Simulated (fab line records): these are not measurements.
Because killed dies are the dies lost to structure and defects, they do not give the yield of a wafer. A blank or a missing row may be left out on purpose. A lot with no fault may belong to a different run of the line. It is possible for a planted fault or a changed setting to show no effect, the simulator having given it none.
Which tool is to blame?	flow rit cmos	21 wafers sampled from 7 lots at 1 step of a route of 202

## WHAT EACH GAUGE READ, for each wafer
RIT_PLDD_OVL_MEAS_06.
lot	measured	on	PLDD_OVL (nm)
L684	day 3 05:01	overlay-01	0.0 -0.8 -0.5
L686	day 3 14:26	overlay-02	-0.1 1.8 0.8
L688	day 3 22:08	overlay-02	0.5 1.8 1.9
L691	day 4 11:54	overlay-01	1.3 -1.1 -1.2
L699	day 6 03:41	overlay-02	-0.3 0.1 -1.1
L703	day 6 23:10	overlay-02	-2.6 -1.5 -0.6
L705	day 7 11:29	overlay-01	0.1 2.4 1.7

## WHICH TOOL RAN EACH LOT (tool, then ch and the chambers of the sampled wafers, then the start)
The record holds no process step before these readings.

## THE ANSWER, worked out from the rows above alone
Rule: the lots themselves supply what counts as usual. Put in order of their means at a reading, lots are off if they are a third of the lots or fewer, leave a main group of 4 or more, and stand apart from it by a gap of 3 or more times the standard deviation of the main group's means; of several such gaps the widest counts. A main group whose means are all the same, to the digits that the tables above print for the reading, isn't used. Also off: a lot with no number at a reading for which 4 or more lots have one. All remaining lots with rows at the step are treated as sound.
No lot is off on any of the readings shown, so nothing can be concluded from this.

## WHAT HAD BEEN PUT IN BY THE SIMULATOR
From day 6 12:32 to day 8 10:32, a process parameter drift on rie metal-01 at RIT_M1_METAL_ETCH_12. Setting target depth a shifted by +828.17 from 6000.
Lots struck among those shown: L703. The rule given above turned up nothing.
